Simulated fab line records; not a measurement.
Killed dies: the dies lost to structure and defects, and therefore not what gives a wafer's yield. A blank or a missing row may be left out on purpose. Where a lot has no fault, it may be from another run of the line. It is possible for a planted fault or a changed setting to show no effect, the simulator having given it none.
Which tool did it? | flow rit-cmos | 42 wafers from 14 lots sampled at 2 of the route's 202 steps

== WHAT EACH GAUGE READ, for each wafer ==
No reading from a measuring or inspecting step in the record can be judged against a usual standard deviation.

== WHAT TOOL EACH LOT RAN ON (gives the tool, then ch and the chambers of the sampled wafers, and finally the start) ==
lot  | RIT_PSD_COAT_01                  | RIT_M1_PROBE_99
L136 | litho-track-02 ch 0, day 3 01:11 | prober-01, day 3 10:29
L137 | litho-track-04 ch 0, day 3 06:05 | prober-02, day 3 16:22
L138 | litho-track-01 ch 0, day 3 10:54 | prober-01, day 3 20:31
L139 | litho-track-02 ch 0, day 3 19:04 | prober-02, day 4 04:17
L140 | litho-track-01 ch 0, day 3 20:57 | prober-01, day 4 06:11
L142 | litho-track-04 ch 0, day 4 06:16 | prober-01, day 4 15:40
L144 | litho-track-02 ch 0, day 4 15:53 | prober-01, day 5 01:13
L145 | litho-track-04 ch 0, day 4 22:11 | prober-02, day 5 08:37
L147 | litho-track-01 ch 0, day 5 06:35 | prober-02, day 5 15:34
L151 | litho-track-01 ch 0, day 6 02:17 | prober-02, day 6 11:44
L153 | litho-track-04 ch 0, day 6 12:50 | prober-02, day 6 22:05
L154 | litho-track-01 ch 0, day 6 20:16 | prober-01, day 7 05:23
L156 | litho-track-02 ch 0, day 7 04:20 | prober-01, day 7 14:38
L157 | litho-track-02 ch 0, day 7 09:12 | prober-02, day 7 18:09
- RIT_PSD_COAT_01: resist thk 1000 nm.
- RIT_M1_PROBE_99

== WHAT THE TOOLS THEMSELVES READ (means of the sampled wafers that have a number; where no wafer has one, the mark that the record gives instead) ==
RIT_PSD_COAT_01.
lot  | tool           | spin-speed-rpm (rpm)
L136 | litho-track-02 | 3247.8
L137 | litho-track-04 | 3247.5
L138 | litho-track-01 | 3250.2
L139 | litho-track-02 | 3250.2
L140 | litho-track-01 | 3250.3
L142 | litho-track-04 | 3248.7
L144 | litho-track-02 | 3249.0
L145 | litho-track-04 | 3251.4
L147 | litho-track-01 | 3252.1
L151 | litho-track-01 | 3107.0
L153 | litho-track-04 | 3252.1
L154 | litho-track-01 | 3105.8
L156 | litho-track-02 | 3249.3
L157 | litho-track-02 | 3250.4

RIT_M1_PROBE_99.
lot  | tool      | killed-at-contacts | killed-at-front-end | killed-dies | killed-open | killed-short
L136 | prober-01 | 0.0                | 5                   | 5           | 2.3         | 2.3
L137 | prober-02 | 0.3                | 7                   | 7           | 4.0         | 3.0
L138 | prober-01 | 0.7                | 7                   | 8           | 4.0         | 3.7
L139 | prober-02 | 0.0                | 5                   | 5           | 2.3         | 3.0
L140 | prober-01 | 0.0                | 8                   | 8           | 4.7         | 3.7
L142 | prober-01 | 0.0                | 7                   | 7           | 3.3         | 4.0
L144 | prober-01 | 0.0                | 8                   | 8           | 5.0         | 3.3
L145 | prober-02 | 0.0                | 9                   | 9           | 4.0         | 4.7
L147 | prober-02 | 0.0                | 6                   | 6           | 3.3         | 2.3
L151 | prober-02 | 0.7                | 5                   | 5           | 2.7         | 2.7
L153 | prober-02 | 0.3                | 10                  | 10          | 6.7         | 3.3
L154 | prober-01 | 0.0                | 3                   | 3           | 0.7         | 2.3
L156 | prober-01 | 0.0                | 8                   | 8           | 4.3         | 4.0
L157 | prober-02 | 0.0                | 8                   | 8           | 4.3         | 3.3

== THE ANSWER, worked out from the rows above alone ==
Rule: the lots themselves supply what counts as usual. Put in order of their means at a reading, lots are off if they are a third of the lots or fewer, leave a main group of 4 or more, and stand apart from it by a gap of 3 or more times the standard deviation of the main group's means; of several such gaps the widest counts. If all means in a main group match to the digits the tables above print for the reading, that group is not used. Also off: a lot with no number at a reading for which 4 or more lots have one. Where the step has rows for the other lots, those lots are counted as sound. The gauges are gone through in route order, then the tools' own readings, and for those a lot's mean is taken as printed above. At the first step where some lot is off, the reading lying furthest off is the one used; lots without a number count as furthest.
Off at RIT_PSD_COAT_01 (spin-speed-rpm): L151, L154. Main group: mean 3249.9 rpm, sd 1.5.
A tool fits if, at that step or a process step before it, it ran every lot that is off, and no sound lot after the first of them. One candidate fits, namely litho-track-01 at RIT_PSD_COAT_01. Its last sound lot is L147 (day 5 06:35), its first lot that is off L151 (day 6 02:17): a fault that began between those two fits.
The tool's own readings at RIT_PSD_COAT_01 bear it out: on the lots that are off they differ by more than 5 times the standard deviation of the sound lots' means. spin-speed-rpm reads 3106.4 rpm there against 3249.9 rpm on the sound lots.

== WHAT THE SIMULATOR PUT IN ==
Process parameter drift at RIT_PSD_COAT_01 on litho-track-01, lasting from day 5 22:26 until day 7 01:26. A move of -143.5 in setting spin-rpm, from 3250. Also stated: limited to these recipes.
Struck lots among those shown: L151, L154. The rule above reached the same finding.
